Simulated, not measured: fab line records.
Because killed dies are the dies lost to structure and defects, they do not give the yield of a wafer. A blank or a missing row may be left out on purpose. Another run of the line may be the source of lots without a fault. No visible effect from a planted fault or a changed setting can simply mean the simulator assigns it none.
Struck lot and sound lot, side by side | flow rit_cmos | 21 out of 202 route steps
Sound: the wafers L611.1, L611.2, L611.6. Wafers struck: L619.1, L619.5, L619.6. The cause comes at the end.
Each step with rows lists, per side, the tool, then ch with its chambers, then its first start. Under that, the readings that differ: sound wafers | struck wafers | difference of the means | sigmas: that difference in standard deviations of wafers without a fault.
alike: same words and numbers on both sides, and readings whose means sit less than 2 such deviations apart. not compared: any withheld reading, any reading some wafer has no value for, any bound like >300 that may hide the same value, and any number with overlapping values for which the record gives no deviation.
Wherever a step has rows on one side only, a row that says differs or no value, or a row with sigmas, the two part there. When numbers do not overlap yet have no deviation, they are printed without sigmas and do not part them. Lack of a reading on every wafer of one side parts them only where that side has two or more wafers.

first, 1 step without rows for these wafers: RIT_SILICIDE_WET_ETCH_00 (etches SiO2 in BOE, target depth 14 nm, time 15 s).
RIT_SILICIDE_SPUTTER_01: material Ti, target thk 30 nm, time 240 s.
  sound: pvd_sputter-04 at day 3 19:36; struck: pvd_sputter-02 at day 5 02:07
  alike: throttle_valve_pct
RIT_SILICIDE_RS_MEAS_02: a four-point-probe measurement.
  sound: film_metro-03 at day 3 19:46; struck: film_metro-02 at day 5 02:16
  alike: SILICIDE_TI_RS
RIT_SILICIDE_THK_MEAS_03: measures by xrf.
  sound: film_metro-03 at day 3 19:53; struck: film_metro-02 at day 5 02:23
  alike: SILICIDE_TI_THK
RIT_SILICIDE_RTA_04: time 10 s, ramp up 5 s, ramp down 5 s.
  sound on rtp_anneal-02 ch 0, day 3 19:57; struck on rtp_anneal-02 ch 0, day 5 02:27
  alike: wafer_temp_C_max
then, 1 step without rows for these wafers: RIT_SILICIDE_WET_ETCH_05 (etches Ti in SPM, time 120 s).
RIT_SILICIDE_RTA_06: time 10 s, ramp up 5 s, ramp down 10 s.
  sound on rtp_anneal-01 ch 0, day 3 20:06; struck on rtp_anneal-01 ch 0, day 5 02:34
  alike: wafer_temp_C_max
RIT_CONTACT_CVD_00: deposits SiO2 from TEOS, target thk 400 nm, time 61 s.
  sound on pecvd-01 ch 0,2, day 3 20:10; struck on pecvd-03 ch 1,2, day 5 02:37
  alike: heater_power_w, susceptor_temp_C
RIT_CONTACT_THK_MEAS_01:
  sound: film_metro-02 at day 3 20:13; struck: film_metro-04 at day 5 02:40
  alike: CONTACT_TEOS_THK
then, 3 steps without rows for these wafers: RIT_CONTACT_HMDS_02 (prime time 60 s); RIT_CONTACT_COAT_03 (resist thk 1000 nm); RIT_CONTACT_SOFTBAKE_04 (time 60 s).
RIT_CONTACT_EXPOSE_05: exposes mask M11, target cd 1000 nm.
  sound on iline_stepper-01 ch 0, day 3 20:51; struck on iline_stepper-02 ch 0, day 5 03:11
  reading | sound             | struck                     | difference | sigmas
  mask    | M11#0 M11#0 M11#0 | M11_R1#0 M11_R1#0 M11_R1#0 | differs    |
  alike: exposure_dose_mJ_cm2, reticle_temp_C
then, 2 steps without rows for these wafers: RIT_CONTACT_PEB_06; RIT_CONTACT_DEVELOP_07 (develop time 120 s).
RIT_CONTACT_CD_MEAS_08: the cd target is 1000 nm.
  sound: cd_sem-02 at day 3 21:28; struck: cd_sem-02 at day 5 03:42
  reading    | sound             | struck               | difference | sigmas
  cd_nm (nm) | 995.1 996.8 994.7 | 1151.1 1150.4 1152.1 | +155.7     | +65
RIT_CONTACT_OVL_MEAS_09:
  sound: overlay-01 at day 3 21:35; struck: overlay-01 at day 5 03:49
  reading          | sound       | struck       | difference | sigmas
  CONTACT_OVL (nm) | 3.4 2.4 2.4 | 1.2 -0.7 0.5 | -2.4       | -2
then, 1 step without rows for these wafers: RIT_CONTACT_HARDBAKE_10 (time 60 s).
RIT_CONTACT_ETCH_11: etches SiO2 in CHF3/CF4/Ar, stops on TiSi2, target depth 480 nm, time 320 s.
  sound on rie_diel-01 ch 1,2, day 3 21:56; struck on rie_diel-01 ch 0,1,2, day 5 04:01
  reading                  | sound           | struck         | difference | sigmas
  model.CONTACT.cd_nm (nm) | 995.1 997 994.8 | 1152 1151 1152 | +156       |
  alike: chamber_pressure_mTorr, drypump_motor_current_A, oes_product_au, throttle_valve_pct
  not compared: rf_hours_counter_h
RIT_CONTACT_STRIP_12: strips in O2, time 172.5 s.
  sound on plasma_asher-01 ch 0,1, day 3 22:08; struck on plasma_asher-03 ch 0,1, day 5 04:12
  reading                     | sound       | struck      | difference | sigmas
  drypump_motor_current_A (A) | 5.7 5.9 6.0 | 5.1 5.2 5.1 | -0.7       | -2
  alike: chamber_pressure_mTorr, rf_refl_power_W
  not compared: rf_hours_counter_h
RIT_M1_PROBE_99:
  sound: prober-01 at day 4 02:55; struck: prober-02 at day 5 09:01
  reading                                    | sound             | struck            | difference | sigmas
  killed_at_contacts                         | 0 0 0             | 48 56 51          | +52        | +99 or more
  killed_dies                                | 5 7 4             | 56 59 63          | +54        | +19
  killed_on_rim                              | 0 0 2             | 37 29 40          | +35        | +25
  model.etest.contact_to_gate.bv_left_v (V)  | 91.26 92.99 92.19 | 48.1 51.26 49.88  | -42.4      |
  model.etest.contact_to_gate.bv_right_v (V) | 91.92 91.13 96.19 | 52.59 52.99 52.33 | -40.44     |
  model.etest.contact_npoly.rc_ohm           | 1.358 1.345 1.367 | 1.274 1.312 1.266 | -0.073     |
  model.etest.contact_pplus.rc_ohm           | 1.391 1.299 1.355 | 1.263 1.294 1.243 | -0.082     |
  model.etest.contact_ppoly.rc_ohm           | 1.394 1.361 1.396 | 1.252 1.274 1.264 | -0.120     |
  alike: killed_at_front_end, killed_open, killed_short
  not compared: model.etest.contact_nplus.rc_ohm

WHERE THEY PART
Earliest at RIT_CONTACT_EXPOSE_05; latest, in this record, at RIT_M1_PROBE_99.

WHY: whatever the simulator had introduced
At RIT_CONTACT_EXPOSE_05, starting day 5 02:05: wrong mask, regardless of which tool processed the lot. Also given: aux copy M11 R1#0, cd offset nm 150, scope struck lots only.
